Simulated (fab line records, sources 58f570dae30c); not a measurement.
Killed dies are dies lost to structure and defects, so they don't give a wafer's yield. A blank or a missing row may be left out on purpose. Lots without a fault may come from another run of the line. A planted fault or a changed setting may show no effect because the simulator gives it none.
A sampling plan put to the test | flow berkeley_cmos170 | one fab line, 36 faults that these records tell of, each judged on the records of the lots that it struck
The plan is the line's own looks: the steps of the route at which a gauge or an inspection reads the wafer and doesn't change it. A look can be judged if struck wafers have a number there and the file gives its usual mean and standard deviation on fault-free wafers. Caught: at a look after the fault's first step, the mean of the struck wafers lies 4 or more of those standard deviations (sigma) from the usual mean. On the tool: the same test on the tool's own readings at the fault's steps. Another recipe on the struck wafers, or a record that is blank for them alone, also counts as caught.

THE FAULTS, as the simulator had put them in
1. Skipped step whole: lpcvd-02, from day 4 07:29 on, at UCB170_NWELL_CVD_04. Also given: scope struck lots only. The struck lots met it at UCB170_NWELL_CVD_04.
2. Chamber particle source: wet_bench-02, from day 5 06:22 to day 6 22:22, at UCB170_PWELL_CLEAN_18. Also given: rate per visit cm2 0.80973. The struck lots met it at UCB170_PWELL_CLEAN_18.
3. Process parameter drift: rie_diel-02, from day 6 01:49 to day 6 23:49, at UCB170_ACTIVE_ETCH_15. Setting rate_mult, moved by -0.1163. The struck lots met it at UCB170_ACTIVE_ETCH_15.
4. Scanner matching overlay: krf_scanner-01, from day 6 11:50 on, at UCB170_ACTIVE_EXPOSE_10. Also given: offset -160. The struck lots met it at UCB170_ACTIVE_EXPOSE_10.
5. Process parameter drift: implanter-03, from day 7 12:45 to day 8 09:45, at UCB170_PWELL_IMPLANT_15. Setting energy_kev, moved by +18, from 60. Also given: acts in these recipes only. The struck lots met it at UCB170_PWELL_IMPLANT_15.
6. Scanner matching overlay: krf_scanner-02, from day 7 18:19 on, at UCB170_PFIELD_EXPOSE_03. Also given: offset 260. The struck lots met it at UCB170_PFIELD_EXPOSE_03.
7. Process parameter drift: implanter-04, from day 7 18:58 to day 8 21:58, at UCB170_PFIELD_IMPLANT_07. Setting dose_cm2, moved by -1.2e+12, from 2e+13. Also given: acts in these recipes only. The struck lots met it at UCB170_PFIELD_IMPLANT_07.
8. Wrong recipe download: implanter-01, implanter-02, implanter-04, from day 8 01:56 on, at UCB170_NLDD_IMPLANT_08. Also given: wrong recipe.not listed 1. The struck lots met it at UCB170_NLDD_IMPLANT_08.
9. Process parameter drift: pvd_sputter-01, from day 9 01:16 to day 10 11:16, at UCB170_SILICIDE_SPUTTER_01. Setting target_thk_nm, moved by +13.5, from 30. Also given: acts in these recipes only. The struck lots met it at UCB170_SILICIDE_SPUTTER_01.
10. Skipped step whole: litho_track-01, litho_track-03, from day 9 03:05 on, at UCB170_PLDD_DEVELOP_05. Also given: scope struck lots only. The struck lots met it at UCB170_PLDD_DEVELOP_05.
11. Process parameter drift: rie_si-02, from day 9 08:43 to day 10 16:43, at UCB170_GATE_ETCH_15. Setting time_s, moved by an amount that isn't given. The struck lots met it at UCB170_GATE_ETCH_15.
12. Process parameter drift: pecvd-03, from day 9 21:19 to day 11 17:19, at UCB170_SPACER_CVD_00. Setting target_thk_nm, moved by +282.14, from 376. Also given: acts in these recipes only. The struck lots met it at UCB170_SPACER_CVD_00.
13. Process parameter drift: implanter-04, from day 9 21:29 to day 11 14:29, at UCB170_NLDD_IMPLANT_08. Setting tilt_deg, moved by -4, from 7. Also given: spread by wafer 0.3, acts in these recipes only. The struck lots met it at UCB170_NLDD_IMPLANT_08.
14. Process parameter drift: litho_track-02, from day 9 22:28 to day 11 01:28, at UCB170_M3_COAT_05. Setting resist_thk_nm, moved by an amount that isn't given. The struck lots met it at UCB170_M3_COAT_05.
15. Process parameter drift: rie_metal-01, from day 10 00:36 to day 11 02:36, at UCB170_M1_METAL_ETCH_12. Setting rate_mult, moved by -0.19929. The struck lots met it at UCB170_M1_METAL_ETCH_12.
16. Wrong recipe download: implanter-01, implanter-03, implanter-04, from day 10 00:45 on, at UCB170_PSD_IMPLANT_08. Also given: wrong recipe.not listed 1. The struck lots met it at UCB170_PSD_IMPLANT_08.
17. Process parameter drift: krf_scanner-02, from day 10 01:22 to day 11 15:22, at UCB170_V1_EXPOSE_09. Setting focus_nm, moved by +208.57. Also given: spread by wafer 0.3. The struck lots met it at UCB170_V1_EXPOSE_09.
18. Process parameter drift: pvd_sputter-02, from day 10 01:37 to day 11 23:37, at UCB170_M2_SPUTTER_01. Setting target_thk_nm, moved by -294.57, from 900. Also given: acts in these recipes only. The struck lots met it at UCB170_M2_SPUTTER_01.
19. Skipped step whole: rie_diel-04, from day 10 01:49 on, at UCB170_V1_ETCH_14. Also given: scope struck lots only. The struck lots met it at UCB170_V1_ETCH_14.
20. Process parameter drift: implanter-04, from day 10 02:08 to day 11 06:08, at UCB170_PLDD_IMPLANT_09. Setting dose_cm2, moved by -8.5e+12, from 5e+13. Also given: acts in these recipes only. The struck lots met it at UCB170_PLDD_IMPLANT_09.
21. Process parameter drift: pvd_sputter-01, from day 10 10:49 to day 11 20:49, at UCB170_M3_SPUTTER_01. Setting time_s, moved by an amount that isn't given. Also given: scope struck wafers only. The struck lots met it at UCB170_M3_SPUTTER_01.
22. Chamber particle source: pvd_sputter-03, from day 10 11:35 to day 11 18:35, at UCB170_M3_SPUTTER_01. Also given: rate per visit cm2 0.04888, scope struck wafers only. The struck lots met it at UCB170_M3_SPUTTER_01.
23. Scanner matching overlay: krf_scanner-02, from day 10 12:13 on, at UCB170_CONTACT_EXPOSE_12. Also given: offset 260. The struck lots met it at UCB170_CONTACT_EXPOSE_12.
24. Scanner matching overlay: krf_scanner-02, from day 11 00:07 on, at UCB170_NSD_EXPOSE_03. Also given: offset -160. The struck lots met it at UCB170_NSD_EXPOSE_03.
25. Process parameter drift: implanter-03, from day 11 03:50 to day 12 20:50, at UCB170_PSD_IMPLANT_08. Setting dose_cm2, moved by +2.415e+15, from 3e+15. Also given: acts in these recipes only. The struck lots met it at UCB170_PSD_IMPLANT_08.
26. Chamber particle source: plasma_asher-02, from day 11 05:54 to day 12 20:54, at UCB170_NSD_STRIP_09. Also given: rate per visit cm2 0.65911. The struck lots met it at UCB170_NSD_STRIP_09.
27. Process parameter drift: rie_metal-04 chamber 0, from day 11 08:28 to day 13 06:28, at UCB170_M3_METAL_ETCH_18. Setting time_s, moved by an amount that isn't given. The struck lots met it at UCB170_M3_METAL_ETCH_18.
28. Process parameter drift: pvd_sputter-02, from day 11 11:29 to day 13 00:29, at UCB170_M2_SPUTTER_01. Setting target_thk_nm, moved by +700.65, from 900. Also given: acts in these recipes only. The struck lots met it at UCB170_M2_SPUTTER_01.
29. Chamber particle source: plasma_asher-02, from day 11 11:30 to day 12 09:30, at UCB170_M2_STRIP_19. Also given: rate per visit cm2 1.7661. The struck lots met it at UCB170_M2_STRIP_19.
30. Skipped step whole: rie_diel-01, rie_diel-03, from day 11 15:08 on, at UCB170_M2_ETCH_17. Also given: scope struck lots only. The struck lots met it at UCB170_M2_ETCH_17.
31. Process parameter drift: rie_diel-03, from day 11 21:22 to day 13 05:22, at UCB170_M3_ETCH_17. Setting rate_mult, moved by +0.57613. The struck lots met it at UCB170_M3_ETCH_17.
32. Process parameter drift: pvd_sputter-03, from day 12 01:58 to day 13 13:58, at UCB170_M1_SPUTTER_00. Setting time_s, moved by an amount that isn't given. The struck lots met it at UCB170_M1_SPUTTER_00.
33. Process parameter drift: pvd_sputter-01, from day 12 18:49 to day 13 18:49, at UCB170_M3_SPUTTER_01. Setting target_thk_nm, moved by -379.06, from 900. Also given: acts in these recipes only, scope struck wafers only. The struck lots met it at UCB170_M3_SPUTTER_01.
34. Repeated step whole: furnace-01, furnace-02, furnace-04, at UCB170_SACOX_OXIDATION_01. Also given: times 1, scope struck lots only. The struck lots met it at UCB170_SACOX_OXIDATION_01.
35. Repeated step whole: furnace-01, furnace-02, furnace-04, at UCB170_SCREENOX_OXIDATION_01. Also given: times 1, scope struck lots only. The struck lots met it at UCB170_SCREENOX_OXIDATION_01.
36. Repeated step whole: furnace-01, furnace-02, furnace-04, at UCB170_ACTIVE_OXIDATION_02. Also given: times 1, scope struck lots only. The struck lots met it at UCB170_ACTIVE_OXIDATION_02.

WHAT THE PLAN SAW
fault | on the tool itself                               | first look that catches it                      | reading, sigma                                       | median hours from its first step to that look | hours from the fault's start to the first struck lot there | judged looks passed uncaught
1     | the tool's record is blank for the struck wafers | no look after it can be judged                  | -                                                    | -                                             | -                                                          | 0
2     | no reading that can be judged                    | none of the 2 looks that can be judged after it | strongest: cd_nm at UCB170_V2_CD_MEAS_12, +2.2       | -                                             | -                                                          | 2
3     | under 2 sigma                                    | no look after it can be judged                  | -                                                    | -                                             | -                                                          | 0
4     | no reading that can be judged                    | UCB170_ACTIVE_OVL_MEAS_14                       | ACTIVE_OVL -29                                       | 0.7                                           | 1                                                          | 0
5     | beam_energy_keV +99 or beyond sigma              | none of the 2 looks that can be judged after it | strongest: PWELL_TW at UCB170_PWELL_TW_MEAS_17, +3.8 | -                                             | -                                                          | 2
6     | under 2 sigma                                    | UCB170_PFIELD_OVL_MEAS_06                       | PFIELD_OVL +44                                       | 0.8                                           | 5                                                          | 0
7     | dose_ions_cm2 -55 sigma                          | no look after it can be judged                  | -                                                    | -                                             | -                                                          | 0
8     | no reading that can be judged                    | UCB170_NLDD_TW_MEAS_11                          | NLDD_TW -15                                          | 0.4                                           | 1                                                          | 0
9     | under 2 sigma                                    | UCB170_SILICIDE_RS_MEAS_02                      | SILICIDE_TI_RS -23                                   | 0.1                                           | 13                                                         | 0
10    | no reading that can be judged                    | no look after it can be judged                  | -                                                    | -                                             | -                                                          | 0
11    | run_length_s +70 sigma                           | no look after it can be judged                  | -                                                    | -                                             | -                                                          | 0
12    | under 2 sigma                                    | UCB170_SPACER_THK_MEAS_01                       | SPACER_TEOS_THK +47                                  | 0.0                                           | 13                                                         | 0
13    | under 2 sigma                                    | UCB170_SDANNEAL_RS_MEAS_05                      | NLDD_RS -40                                          | 12.8                                          | 29                                                         | 0
14    | no reading that can be judged                    | not the one look that can be judged after it    | -                                                    | -                                             | -                                                          | 1
15    | under 2 sigma                                    | no look after it can be judged                  | -                                                    | -                                             | -                                                          | 0
16    | under 2 sigma                                    | UCB170_PSD_TW_MEAS_10                           | PSD_TW +58                                           | 0.2                                           | 9                                                          | 0
17    | exposure_dose_mJ_cm2 -4.6 sigma                  | none of the 2 looks that can be judged after it | strongest: cd_nm at UCB170_V1_CD_MEAS_12, +2.7       | -                                             | -                                                          | 2
18    | under 2 sigma                                    | UCB170_M2_RS_MEAS_02                            | M2_AL_RS +35                                         | 0.1                                           | 1                                                          | 0
19    | the tool's record is blank for the struck wafers | no look after it can be judged                  | -                                                    | -                                             | -                                                          | 0
20    | dose_ions_cm2 -99 or beyond sigma                | UCB170_SDANNEAL_RS_MEAS_04                      | PLDD_RS +30                                          | 14.0                                          | 18                                                         | 1
21    | under 2 sigma                                    | UCB170_M3_RS_MEAS_02                            | M3_AL_RS +99 or beyond                               | 0.1                                           | 22                                                         | 0
22    | under 2 sigma                                    | no look after it can be judged                  | -                                                    | -                                             | -                                                          | 0
23    | under 2 sigma                                    | UCB170_CONTACT_OVL_MEAS_16                      | CONTACT_OVL +49                                      | 0.5                                           | 13                                                         | 0
24    | no reading that can be judged                    | UCB170_NSD_OVL_MEAS_07                          | NSD_OVL -33                                          | 0.6                                           | 1                                                          | 0
25    | dose_ions_cm2 +99 or beyond sigma                | UCB170_PSD_TW_MEAS_10                           | PSD_TW +22                                           | 0.2                                           | 5                                                          | 0
26    | under 2 sigma                                    | none of the 3 looks that can be judged after it | -                                                    | -                                             | -                                                          | 3
27    | run_length_s -99 or beyond sigma                 | not the one look that can be judged after it    | strongest: cd_nm at UCB170_M3_CD_MEAS_90, +3.9       | -                                             | -                                                          | 1
28    | under 2 sigma                                    | UCB170_M2_RS_MEAS_02                            | M2_AL_RS -31                                         | 0.1                                           | 4                                                          | 0
29    | under 2 sigma                                    | no look after it can be judged                  | -                                                    | -                                             | -                                                          | 0
30    | the tool's record is blank for the struck wafers | no look after it can be judged                  | -                                                    | -                                             | -                                                          | 0
31    | oes_product_au +14 sigma                         | no look after it can be judged                  | -                                                    | -                                             | -                                                          | 0
32    | under 2 sigma                                    | UCB170_M1_RS_MEAS_01                            | M1_AL_RS +26                                         | 0.1                                           | 16                                                         | 0
33    | under 2 sigma                                    | UCB170_M3_RS_MEAS_02                            | M3_AL_RS +75                                         | 0.1                                           | 13                                                         | 0
34    | under 2 sigma                                    | UCB170_SACOX_THK_MEAS_02                        | SACOX_OXIDE_THK +32                                  | 4.8                                           | -                                                          | 0
35    | under 2 sigma                                    | UCB170_SCREENOX_THK_MEAS_02                     | SCREENOX_OXIDE_THK +34                               | 4.7                                           | -                                                          | 0
36    | under 2 sigma                                    | UCB170_ACTIVE_THK_MEAS_03                       | ACTIVE_OXIDE_THK +20                                 | 3.9                                           | -                                                          | 0
A dash: the fault isn't caught, or these records don't give the number.

Caught at a look: 19 of 36. Caught on the tool: 11 of 36. By one or the other: 28 of 36.
Caught on the tool alone: faults 1, 5, 7, 11, 17, 19, 27, 30, 31.
Caught at a look alone: faults 4, 6, 8, 9, 12, 13, 16, 18, 21, 23, 24, 28, 32, 33, 34, 35, 36.
Caught by neither: faults 2, 3, 10, 14, 15, 22, 26, 29.

THINNER SAMPLING
If the look that catches a fault measured only every second or every third lot, by lot number, the first struck lot would be measured this late in the worst case:
fault | struck lots at that look, in order of time | every lot | every second lot | every third lot
4     | L658, L654, L663                           | 1 h       | 39 h             | may miss all 3
6     | L769, L771, L773, L775                     | 5 h       | may miss all 4   | 21 h
8     | L153, L150, L155, L154                     | 1 h       | 1 h              | 26 h
9     | L689, L691                                 | 13 h      | may miss all 2   | may miss all 2
12    | L333, L334                                 | 13 h      | 19 h             | may miss all 2
13    | L863, L864                                 | 29 h      | 41 h             | may miss all 2
16    | L637, L638, L639, L640                     | 9 h       | 16 h             | 22 h
18    | L825, L827                                 | 1 h       | may miss all 2   | may miss all 2
20    | L381, L384                                 | 18 h      | 24 h             | may miss all 2
21    | L655                                       | 22 h      | may miss it      | may miss it
23    | L426, L429, L431                           | 13 h      | 18 h             | may miss all 3
24    | L341, L342, L344, L346                     | 1 h       | 1 h              | 34 h
25    | L464, L466                                 | 5 h       | may miss all 2   | may miss all 2
28    | L969, L972, L974                           | 4 h       | 15 h             | may miss all 3
32    | L841, L844                                 | 16 h      | 20 h             | may miss all 2
33    | L767                                       | 13 h      | may miss it      | may miss it
Hours are from the fault's start to the first struck lot that is measured. The limit of 4 sigma was tested on all struck wafers together, so one lot alone may lie under it. Other struck lots may not be in these records.

THE LONGEST TIMED WAY FROM STEP TO LOOK
Fault 20: a median of 14.0 hours passes between UCB170_PLDD_IMPLANT_09 and UCB170_SDANNEAL_RS_MEAS_04. The look between them that can be judged stayed within 4 sigma: UCB170_PLDD_TW_MEAS_11.
